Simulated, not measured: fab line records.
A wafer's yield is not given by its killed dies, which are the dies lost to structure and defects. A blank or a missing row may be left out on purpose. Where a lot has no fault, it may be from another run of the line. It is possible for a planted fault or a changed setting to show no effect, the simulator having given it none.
8D (eight disciplines) problem report, filled in by code ; flow berkeley cmos170 ; the parts of the form that need people (team, actions taken, sign-off) are left out

1. PROBLEM STATEMENT
Wafers free of any fault read -1 nm (standard deviation 4.7) for GATE_OVL at UCB170_GATE_OVL_MEAS_13, against a mean of 317 nm on 9 wafers of 3 lots. That is +68 standard deviations from the usual mean.
The first sign was on wafer L372.1 at day 8 07:38, on overlay-01. The record holds 45 wafers of 15 lots with a number at this step. Rule for "out" (also "out of limits"): further than 4 standard deviations from the usual mean. The rest of the wafers with a number are treated as sound.

2. WHAT IT IS; WHAT IT IS NOT
question;is;is not
which readings at this step;GATE_OVL;-
which lots;L372, L376, L377;L365, L366, L367, L368, L371, L373, L378, L379, L381, L382, L385, L386
which wafers of those lots;all that have a number;-
read on which gauges;overlay-01;overlay-02
when;from day 8 07:38;"up to then (15 sound wafers); but 21 sound wafers of L373, L378, L379, L381, L382, L385, L386 came after"

3. WHAT RULES OUT EACH SUSPECT
Counting: any tool at a process step up to the reading is kept as a suspect provided that every lot that is out went through it and no sound lot did after the first of them.
- the gauge at UCB170_GATE_OVL_MEAS_13: kept. All the wafers that are out were read on overlay-01, and no step on other tools shows them out.
- krf scanner-01 at UCB170_GATE_EXPOSE_09 (exposes mask POLY, target cd 350 nm): kept. It processed each lot that is out, first L372 at day 8 06:50, and no sound lot thereafter; up to then, the last sound lot it processed was L367 at day 7 03:08.
Remaining after the count are krf scanner-01 at UCB170_GATE_EXPOSE_09 and overlay-01 at UCB170_GATE_OVL_MEAS_13.

4. THE CAUSE (what the simulator had put in)
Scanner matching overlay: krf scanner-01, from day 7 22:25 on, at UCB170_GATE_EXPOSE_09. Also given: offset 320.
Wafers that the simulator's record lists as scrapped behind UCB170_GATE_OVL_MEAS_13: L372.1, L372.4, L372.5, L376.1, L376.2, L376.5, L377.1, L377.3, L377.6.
Counting leaves 2 suspects; this tool is one of them.

5. THE CHAIN OF EFFECTS, in route order
Rows list readings where the struck wafers' mean (over those with a number) sits beyond 3 standard deviations from the usual. Only readings for which the record gives a usual standard deviation are gone through. hours: the time from each lot's start at the first step in this table that gives one to its start at this step, as a median over the lots. sigmas: the change in usual standard deviations.
hours;step;reading;usual;on struck wafers;change;sigmas
0;UCB170_GATE_OVL_MEAS_13;GATE_OVL;-1 nm;317;+318;+68

6. HOW IT WOULD HAVE BEEN CAUGHT EARLIER
9 hours passed between the start of the fault at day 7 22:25 and the first reading out of limits at a measuring or inspecting step in this record, taken at day 8 07:38.
Tool readings at UCB170_GATE_EXPOSE_09 with a usual standard deviation given in the record: none out on any struck wafer, hence no alarm at a limit of 4 standard deviations on them.
Among the 3 lots that are out, L376, L377 began UCB170_GATE_EXPOSE_09 on krf scanner-01 after day 8 07:38. A hold on the tool at that time would have spared those 2.
